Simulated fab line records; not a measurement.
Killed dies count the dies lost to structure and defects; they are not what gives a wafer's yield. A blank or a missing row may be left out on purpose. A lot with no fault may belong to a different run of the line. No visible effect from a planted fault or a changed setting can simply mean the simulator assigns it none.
Which of the tools did it? :: flow berkeleyCmos170 :: 42 wafers from 14 lots sampled at 2 of the route's 331 steps

## WHAT THE GAUGES READ, wafer by wafer
The record lacks any reading of a measuring or inspecting step that a usual standard deviation could be used to judge.

## WHICH TOOL RAN EACH LOT (tool, then ch and the chambers of the sampled wafers, then the start)
lot: L826
UCB170_PWELL_ETCH_14: rieDiel-03 ch 0,3, day 3 07:08
UCB170_PWELL_STRIP_16: plasmaAsher-03 ch 0,1, day 3 07:23

lot: L827
UCB170_PWELL_ETCH_14: rieDiel-02 ch 0,1,3, day 3 13:01
UCB170_PWELL_STRIP_16: plasmaAsher-03 ch 0,1, day 3 13:16

lot: L825
UCB170_PWELL_ETCH_14: rieDiel-03 ch 0,1,3, day 3 13:05
UCB170_PWELL_STRIP_16: plasmaAsher-02 ch 0,1, day 3 13:22

lot: L828
UCB170_PWELL_ETCH_14: rieDiel-04 ch 1,2,3, day 4 00:29
UCB170_PWELL_STRIP_16: plasmaAsher-01 ch 0,1, day 4 00:44

lot: L830
UCB170_PWELL_ETCH_14: rieDiel-04 ch 0,2,3, day 4 00:46
UCB170_PWELL_STRIP_16: plasmaAsher-02 ch 0,1, day 4 01:01

lot: L829
UCB170_PWELL_ETCH_14: rieDiel-04 ch 1,2,3, day 4 01:02
UCB170_PWELL_STRIP_16: plasmaAsher-03 ch 0,1, day 4 01:17

lot: L833
UCB170_PWELL_ETCH_14: rieDiel-04 ch 1,2,3, day 4 23:05
UCB170_PWELL_STRIP_16: plasmaAsher-03 ch 0,1, day 4 23:20

lot: L840
UCB170_PWELL_ETCH_14: rieDiel-03 ch 2,3, day 6 09:56
UCB170_PWELL_STRIP_16: plasmaAsher-03 ch 0,1, day 6 10:11

lot: L843
UCB170_PWELL_ETCH_14: rieDiel-02 ch 0,1,3, day 7 04:45
UCB170_PWELL_STRIP_16: plasmaAsher-02 ch 0,1, day 7 05:02

lot: L842
UCB170_PWELL_ETCH_14: rieDiel-03 ch 1,2,3, day 7 04:51
UCB170_PWELL_STRIP_16: plasmaAsher-01 ch 0,1, day 7 05:06

lot: L845
UCB170_PWELL_ETCH_14: rieDiel-02 ch 0,1,3, day 7 11:02
UCB170_PWELL_STRIP_16: plasmaAsher-01 ch 0,1, day 7 11:17

lot: L844
UCB170_PWELL_ETCH_14: rieDiel-03 ch 1,2,3, day 7 11:09
UCB170_PWELL_STRIP_16: plasmaAsher-02 ch 0,1, day 7 11:24

lot: L847
UCB170_PWELL_ETCH_14: rieDiel-04 ch 0,1,3, day 8 04:32
UCB170_PWELL_STRIP_16: plasmaAsher-02 ch 0,1, day 8 04:50

lot: L848
UCB170_PWELL_ETCH_14: rieDiel-04 ch 0,2,3, day 8 04:49
UCB170_PWELL_STRIP_16: plasmaAsher-02 ch 0,1, day 8 05:04
- UCB170_PWELL_ETCH_14: etches Si3N4 in CH3F/Ar/O2, stops on SiO2, target depth 242 nm, time 151 s.
- UCB170_PWELL_STRIP_16: strips in O2.

## AS READ BY THE TOOLS THEMSELVES (means over the sampled wafers that have a number; for cases with no such wafer, the mark the record gives instead)
UCB170_PWELL_ETCH_14.
lot: L826
tool: rieDiel-03
drypumpMotorCurrentA (A): 5.9
oesProductAu (a.u.): 0.918
throttleValvePct (%): 8.04

lot: L827
tool: rieDiel-02
drypumpMotorCurrentA (A): 6.1
oesProductAu (a.u.): 0.942
throttleValvePct (%): 7.91

lot: L825
tool: rieDiel-03
drypumpMotorCurrentA (A): 5.8
oesProductAu (a.u.): 0.921
throttleValvePct (%): 8.00

lot: L828
tool: rieDiel-04
drypumpMotorCurrentA (A): 5.7
oesProductAu (a.u.): 0.945
throttleValvePct (%): 8.01

lot: L830
tool: rieDiel-04
drypumpMotorCurrentA (A): 6.0
oesProductAu (a.u.): 0.932
throttleValvePct (%): 7.94

lot: L829
tool: rieDiel-04
drypumpMotorCurrentA (A): 5.7
oesProductAu (a.u.): 0.882
throttleValvePct (%): 8.01

lot: L833
tool: rieDiel-04
drypumpMotorCurrentA (A): 5.6
oesProductAu (a.u.): 0.894
throttleValvePct (%): 8.01

lot: L840
tool: rieDiel-03
drypumpMotorCurrentA (A): 6.4
oesProductAu (a.u.): 0.937
throttleValvePct (%): 8.16

lot: L843
tool: rieDiel-02
drypumpMotorCurrentA (A): 6.1
oesProductAu (a.u.): 0.924
throttleValvePct (%): 7.91

lot: L842
tool: rieDiel-03
drypumpMotorCurrentA (A): 5.8
oesProductAu (a.u.): 0.941
throttleValvePct (%): 8.07

lot: L845
tool: rieDiel-02
drypumpMotorCurrentA (A): 6.1
oesProductAu (a.u.): 0.936
throttleValvePct (%): 7.90

lot: L844
tool: rieDiel-03
drypumpMotorCurrentA (A): 5.9
oesProductAu (a.u.): 0.941
throttleValvePct (%): 8.08

lot: L847
tool: rieDiel-04
drypumpMotorCurrentA (A): 5.6
oesProductAu (a.u.): 0.934
throttleValvePct (%): 8.03

lot: L848
tool: rieDiel-04
drypumpMotorCurrentA (A): 6.0
oesProductAu (a.u.): 0.941
throttleValvePct (%): 7.93

UCB170_PWELL_STRIP_16.
lot: L826
tool: plasmaAsher-03
drypumpMotorCurrentA (A): 5.5
oesProductAu (a.u.): 0.725
stripTimeToEndpointS (s): 18.12

lot: L827
tool: plasmaAsher-03
drypumpMotorCurrentA (A): 5.6
oesProductAu (a.u.): 0.717
stripTimeToEndpointS (s): 18.25

lot: L825
tool: plasmaAsher-02
drypumpMotorCurrentA (A): 6.1
oesProductAu (a.u.): 0.723
stripTimeToEndpointS (s): 18.11

lot: L828
tool: plasmaAsher-01
drypumpMotorCurrentA (A): 5.8
oesProductAu (a.u.): 0.717
stripTimeToEndpointS (s): 18.04

lot: L830
tool: plasmaAsher-02
drypumpMotorCurrentA (A): 5.9
oesProductAu (a.u.): 0.717
stripTimeToEndpointS (s): 18.10

lot: L829
tool: plasmaAsher-03
drypumpMotorCurrentA (A): 5.6
oesProductAu (a.u.): 0.725
stripTimeToEndpointS (s): 17.69

lot: L833
tool: plasmaAsher-03
drypumpMotorCurrentA (A): 5.6
oesProductAu (a.u.): 0.725
stripTimeToEndpointS (s): 17.64

lot: L840
tool: plasmaAsher-03
drypumpMotorCurrentA (A): 5.6
oesProductAu (a.u.): 0.723
stripTimeToEndpointS (s): 18.12

lot: L843
tool: plasmaAsher-02
drypumpMotorCurrentA (A): 6.2
oesProductAu (a.u.): 0.719
stripTimeToEndpointS (s): 18.08

lot: L842
tool: plasmaAsher-01
drypumpMotorCurrentA (A): 5.8
oesProductAu (a.u.): 0.724
stripTimeToEndpointS (s): 18.23

lot: L845
tool: plasmaAsher-01
drypumpMotorCurrentA (A): 5.5
oesProductAu (a.u.): 0.720
stripTimeToEndpointS (s): 18.06

lot: L844
tool: plasmaAsher-02
drypumpMotorCurrentA (A): 6.2
oesProductAu (a.u.): 0.720
stripTimeToEndpointS (s): 18.14

lot: L847
tool: plasmaAsher-02
drypumpMotorCurrentA (A): 5.9
oesProductAu (a.u.): 0.720
stripTimeToEndpointS (s): 18.13

lot: L848
tool: plasmaAsher-02
drypumpMotorCurrentA (A): 5.9
oesProductAu (a.u.): 0.719
stripTimeToEndpointS (s): 17.95

## THE ANSWER, worked out from the rows above alone
Rule: the usual values come from the lots themselves. Put in order of their means at a reading, lots are off if they are a third of the lots or fewer, leave a main group of 4 or more, and stand apart from it by a gap of 3 or more times the standard deviation of the main group's means; of several such gaps the widest counts. A main group is skipped when, at the precision printed for the reading in the tables above, its means are all equal. Also off: a lot with no number at a reading for which 4 or more lots have one. Any other lot the step has rows for is counted as sound. First the gauges in route order, then the tools' own readings, where a lot's mean is used as printed above. At the first step where some lot is off, the reading lying furthest off is the one used; lots without a number count as furthest.
Off: L829, L833 (UCB170_PWELL_STRIP_16, stripTimeToEndpointS). The main group has a mean of 18.11 s with a standard deviation of 0.076.
If a tool, at that step or one of the process steps before it, ran each lot that is off and ran no sound lot following the first of them, it fits. None of those tried fits.

## WHAT HAD BEEN PUT IN BY THE SIMULATOR
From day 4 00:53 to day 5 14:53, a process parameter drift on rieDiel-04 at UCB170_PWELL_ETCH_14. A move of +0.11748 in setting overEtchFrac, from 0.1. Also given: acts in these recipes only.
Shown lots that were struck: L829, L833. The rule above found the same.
